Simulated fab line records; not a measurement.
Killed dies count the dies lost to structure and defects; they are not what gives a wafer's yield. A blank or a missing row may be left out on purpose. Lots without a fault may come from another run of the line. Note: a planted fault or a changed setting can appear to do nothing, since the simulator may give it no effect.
Which tool is to blame?    flow rit_cmos    36 wafers from 12 lots sampled at 2 of the route's 202 steps

WHAT EACH GAUGE READ, for each wafer
RIT_ACTIVE_CD_MEAS_11: target cd 1400 nm. Usual: cd_nm 1400.9 nm, standard deviation 1.7.
lot   measured     on         cd_nm (nm)                                 flag
L353  day 1 14:49  cd_sem-02  1402.4 1400.9 1403.8                       
L354  day 1 19:37  cd_sem-01  1397.6 1401.6 1401.8                       
L355  day 2 00:26  cd_sem-01  1401.4 1400.3 1401.0                       
L356  day 2 05:28  cd_sem-02  1397.3 1397.7 1397.8                       
L357  day 2 10:50  cd_sem-01  1548.3 1550.3 1551.2 1547.9 1550.5 1551.3  OFF
L362  day 3 12:16  cd_sem-01  1399.9 1399.7 1400.5                       
L367  day 4 12:29  cd_sem-02  1400.4 1402.6 1402.8                       
L368  day 4 17:35  cd_sem-02  1401.2 1399.9 1397.6                       
L370  day 5 04:22  cd_sem-02  1403.1 1400.0 1402.8                       
L371  day 5 08:29  cd_sem-02  1401.6 1400.3 1398.1                       
L375  day 6 04:36  cd_sem-01  1400.8 1402.6 1401.5                       
L376  day 6 09:34  cd_sem-02  1400.2 1402.0 1401.3                       

EACH LOT AND THE TOOL THAT RAN IT (in order: tool; ch and the chambers of the sampled wafers; start)
lot   RIT_ACTIVE_EXPOSE_08
L353  iline_stepper-02 ch 0, day 1 14:24
L354  iline_stepper-01 ch 0, day 1 19:13
L355  iline_stepper-01 ch 0, day 2 00:02
L356  iline_stepper-01 ch 0, day 2 05:04
L357  iline_stepper-02 ch 0, day 2 10:17
L362  iline_stepper-01 ch 0, day 3 11:52
L367  iline_stepper-02 ch 0, day 4 12:05
L368  iline_stepper-01 ch 0, day 4 17:11
L370  iline_stepper-01 ch 0, day 5 03:58
L371  iline_stepper-01 ch 0, day 5 08:05
L375  iline_stepper-02 ch 0, day 6 04:12
L376  iline_stepper-01 ch 0, day 6 09:10
- RIT_ACTIVE_EXPOSE_08: exposes mask M1, target cd 1400 nm.

WHAT THE TOOLS THEMSELVES READ (means of the sampled wafers that have a number; where no wafer has one, the mark that the record gives instead)
The record holds no such reading with a usual standard deviation.

THE ANSWER, worked out from the rows above alone
Rule: lot off if the mean of its wafers having a number is beyond 3 standard deviations from the usual mean. Also off: a lot with no number at a reading for which 4 or more lots have one. All remaining lots with rows at the step are treated as sound. The gauges are gone through in route order, then the tools' own readings, and for those a lot's mean is taken as printed above. The first step at which some lot is off is used, and at that step the reading that is off furthest; a lot without a number counts as furthest.
Off: L357 (RIT_ACTIVE_CD_MEAS_11, cd_nm).
A tool fits if, at a process step before that reading, it ran every lot that is off, and no sound lot after the first of them. Those tools and the gauges at RIT_ACTIVE_CD_MEAS_11 are tried in the same way. No candidate that was tried fits.

WHAT THE SIMULATOR HAD PUT IN
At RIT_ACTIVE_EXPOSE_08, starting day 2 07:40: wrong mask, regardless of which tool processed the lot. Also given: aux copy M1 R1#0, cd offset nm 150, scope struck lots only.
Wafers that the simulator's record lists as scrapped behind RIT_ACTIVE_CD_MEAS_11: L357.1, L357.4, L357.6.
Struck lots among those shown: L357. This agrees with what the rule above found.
